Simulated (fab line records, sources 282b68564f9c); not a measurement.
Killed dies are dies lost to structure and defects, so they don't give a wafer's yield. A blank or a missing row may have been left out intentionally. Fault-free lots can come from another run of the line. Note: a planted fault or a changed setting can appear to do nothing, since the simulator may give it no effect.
fab line records | flow ritCmos
record lots=13 | wafers=39 | lastDay=7
route steps=202 shown ACTIVE@14 M1@202
lots that met no fault: from a run of the same line without faults
startH: hours from the record's first day to the start of the lot's first wafer shown | waitH: time in hours since the lot's previous step | " repeats the value in the row above | L1.1+2: one row covering several wafers at once | - no value, or no start given | * or withheld: withheld | < > ~ a bound
route shown NAME@n: names a module that has steps shown in the file, with the first one's number in the route | usual: average and standard deviation across the fault-free wafers | same: alike in all rows | chamber/n: place in a boat | sites: each site's reading | _std_site: the standard deviation of these | _edge_site: inner sites' mean taken away from outer sites' mean | radiusMm: for every site, how far away it sits from the centre of the wafer | mask NAME#n: copy n | behind: the most recent tool/chamber to have shaped the wafer | hold: what put the lot on hold/how long, in hours/how the hold closed | device: the transistor (n, p or np) that didn't switch | end of line: the tests these same wafers got at the end of their route | a step with no rows: only its recipe | killed: dies lost to structure and defects at the first sort, not the wafer's yield | map: the dies of a wafer, with x for killed, . for not killed, _ for no die there
set.NAME: the run value of the setting; set.NAME@STEP: its run value at that earlier step | model.NAME: the simulator's own value behind a step, which no gauge read
route steps across a sampled set of lots; one table per step, one row per wafer
services: when a tool's chamber went out of use (startH, in hours from the record's first day, below 0 if earlier), for how many hours, and the reason
## steps
# step RIT_ACTIVE_ETCH_13
# recipe stopOn=SiO2 | chemistry=SF6 | target=Si3N4 | timeS=210 | overEtchFrac=0.4 | SF6_flow_sccm=200 | pressureMtorr=260 | rfW=125 | targetDepthA=2100
# usual chamberPressureMTorr=259.97/0.25 | drypumpMotorCurrentA=5.8/0.51 | oesProductAu=0.819/0.01 | throttleValvePct=7.48/0.13
lot.wafer | tool       | chamber | startH | waitH | chamberPressureMTorr | drypumpMotorCurrentA | oesProductAu | rfHoursCounterH | throttleValvePct
L534.1    | rieDiel-03 | 1       | 14.71  | 0.1   | 260.00               | 5.9                  | 0.813        | 65              | 7.33
L534.2    | "          | 2       | "      | "     | 260.25               | 5.5                  | 0.822        | 41              | 7.23
L534.5    | "          | 0       | "      | "     | 260.19               | 6.3                  | 0.828        | -               | 7.35
L535.1    | rieDiel-04 | 2       | 19.83  | 0.1   | 259.83               | 6.8                  | 0.813        | 10              | 7.55
L535.3    | "          | 1       | "      | "     | 260.03               | 5.0                  | 0.818        | 63              | 7.52
L535.6    | "          | 1       | "      | "     | 260.03               | 5.0                  | 0.817        | -               | 7.51
L536.1    | rieDiel-04 | 3       | 24.91  | 0.1   | 260.42               | 5.8                  | 0.821        | 19              | 7.56
L536.3    | "          | 2       | "      | "     | 259.63               | 6.8                  | 0.816        | 10              | 7.53
L536.5    | "          | 3       | "      | "     | 259.56               | 5.8                  | 0.813        | -               | 7.58
L541.1    | rieDiel-04 | 3       | 49.71  | 0.1   | 259.71               | 5.8                  | 0.824        | 20              | 7.56
L541.2    | "          | 1       | "      | "     | 260.48               | 5.0                  | 0.829        | 64              | 7.52
L541.3    | "          | 0       | "      | "     | 260.37               | 6.0                  | 0.830        | 65              | 7.60
L543.3    | rieDiel-03 | 1       | 59.71  | 0.1   | 311.85               | 5.9                  | 0.812        | 66              | 7.32
L543.4    | "          | 1       | "      | "     | 312.44               | 5.9                  | 0.807        | -               | 7.33
L543.5    | "          | 3       | "      | "     | 311.60               | 5.6                  | 0.829        | -               | 7.52
L544.1    | rieDiel-03 | 1       | 64.83  | 0.1   | 312.07               | 5.9                  | 0.819        | 66              | 7.31
L544.4    | "          | 1       | "      | "     | 312.22               | 5.9                  | 0.810        | -               | 7.32
L544.5    | "          | 3       | "      | "     | 312.36               | 5.6                  | 0.829        | -               | 7.54
L548.1    | rieDiel-01 | 3       | 84.83  | 0.1   | 259.80               | 5.1                  | 0.821        | 98              | 7.48
L548.2    | "          | 1       | "      | "     | 260.27               | 6.4                  | 0.791        | 151             | 7.60
L548.3    | "          | 2       | "      | "     | 259.97               | 5.7                  | 0.826        | 24              | 7.38
L549.3    | rieDiel-01 | 0       | 89.83  | 0.1   | 259.96               | 5.5                  | 0.796        | 115             | 7.66
L549.4    | "          | 1       | "      | "     | 260.53               | 6.5                  | 0.806        | 151             | 7.60
L549.5    | "          | 1       | "      | "     | 260.17               | 6.4                  | 0.804        | -               | 7.62
L551.1    | rieDiel-04 | 2       | 99.86  | 0.1   | 259.84               | 6.7                  | 0.814        | 12              | 7.53
L551.4    | "          | 1       | "      | "     | 259.82               | 5.0                  | 0.822        | -               | 7.53
L551.5    | "          | 0       | "      | "     | 260.36               | 6.0                  | 0.818        | -               | 7.60
L552.3    | rieDiel-04 | 2       | 104.83 | 0.1   | 259.44               | 6.8                  | 0.824        | 12              | 7.53
L552.5    | "          | 2       | "      | "     | 260.26               | 6.7                  | 0.809        | -               | 7.52
L552.6    | "          | 1       | "      | "     | 260.20               | 4.9                  | 0.816        | -               | 7.53
L554.1    | rieDiel-01 | 2       | 115.44 | 0.1   | 259.79               | 5.7                  | 0.826        | 25              | 7.38
L554.4    | "          | 0       | "      | "     | 259.71               | 5.5                  | 0.803        | 115             | 7.67
L554.5    | "          | 3       | "      | "     | 259.67               | 5.2                  | 0.820        | -               | 7.48
L555.1    | rieDiel-01 | 0       | 119.71 | 0.1   | 260.32               | 5.5                  | 0.802        | 115             | 7.66
L555.3    | "          | 2       | "      | "     | 259.79               | 5.7                  | 0.828        | 25              | 7.39
L555.6    | "          | 2       | "      | "     | 259.94               | 5.7                  | 0.826        | -               | 7.37
L557.2    | rieDiel-04 | 0       | 129.83 | 0.1   | 260.23               | 6.0                  | 0.815        | 67              | 7.60
L557.4    | "          | 2       | "      | "     | 259.63               | 6.7                  | 0.811        | -               | 7.51
L557.6    | "          | 1       | "      | "     | 259.95               | 5.0                  | 0.812        | -               | 7.53
# step RIT_M1_PROBE_99
# usual killedAtContacts=0.1/0.26 | killedAtFrontEnd=7.5/2.8 | killedDies=7.6/2.8 | killedOpen=3.9/2.1 | killedShort=3.7/1.7
# same grossDies=264 | killed_at_M0_to_M3=0 | killed_at_M4_up=0 | killedAtBackSide=0 | killedAtOther=0
lot.wafer | tool      | chamber | startH | waitH | killedAtContacts | killedAtFrontEnd | killedDies | killedOpen | killedShort
L549.3    | prober-02 | -       | 131.25 | 0.2   | 0                | 15               | 15         | 10         | 5
L549.4    | prober-02 | -       | 131.30 | 0.2   | 0                | 6                | 6          | 2          | 4
L549.5    | prober-02 | -       | 131.35 | 0.2   | 0                | 2                | 2          | 0          | 2
# killed by level:class
L549.3 SPACER:geometricParticle:open=4 FOX1:geometricParticle:open=2 FOX1:geometricParticle:short=2 GATE:geometricParticle:short=2 REOX:geometricParticle:open=2 GATE:geometricParticle:open=1 SPACER:geometricParticle:short=1 SILICIDE:geometricParticle:open=1
L549.4 FOX1:geometricParticle:short=1 FOX2:geometricParticle:short=1 REOX:geometricParticle:open=1 SPACER:geometricParticle:open=1 SPACER:geometricParticle:short=1 SILICIDE:geometricParticle:short=1
L549.5 FOX1:geometricParticle:short=1 GATE:geometricParticle:short=1
## services
tool       | chamber | startH | hours | kind
rieDiel-04 | 3       | 15.52  | 8.3   | repair
rieDiel-01 | -       | 23.02  | 0.5   | repair
rieDiel-03 | 2       | 55.58  | 11.1  | repair
rieDiel-04 | 3       | 91.18  | 26.1  | repair
rieDiel-04 | 3       | 123.26 | 11.2  | repair
## key
firstSign step=RIT_ACTIVE_ETCH_13 | reading=chamberPressureMTorr | direction=up | sigmas=99+ | usual=259.97 | struck=312.09
effect none on later readings
metAt RIT_ACTIVE_ETCH_13
struckLots L543,L544
testerLeftOut L543,L544
onsetBetween 14.71 59.71
fault kind=processParameterDrift | tool=rieDiel-03 | chamber=- | onsetH=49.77 | steps=RIT_ACTIVE_ETCH_13 | channel=pressureMtorr | offset=52 | shape=step | endH=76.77 | actsIn=theseRecipesOnly | stated=260
# testerLeftOut: of these lots the tester's yield and bins aren't shown, on N5 and GAA mostly nor the transistor test; their killed dies are dies lost to structure and defects alone, not to doping, threshold or leakage, so they don't give the yield
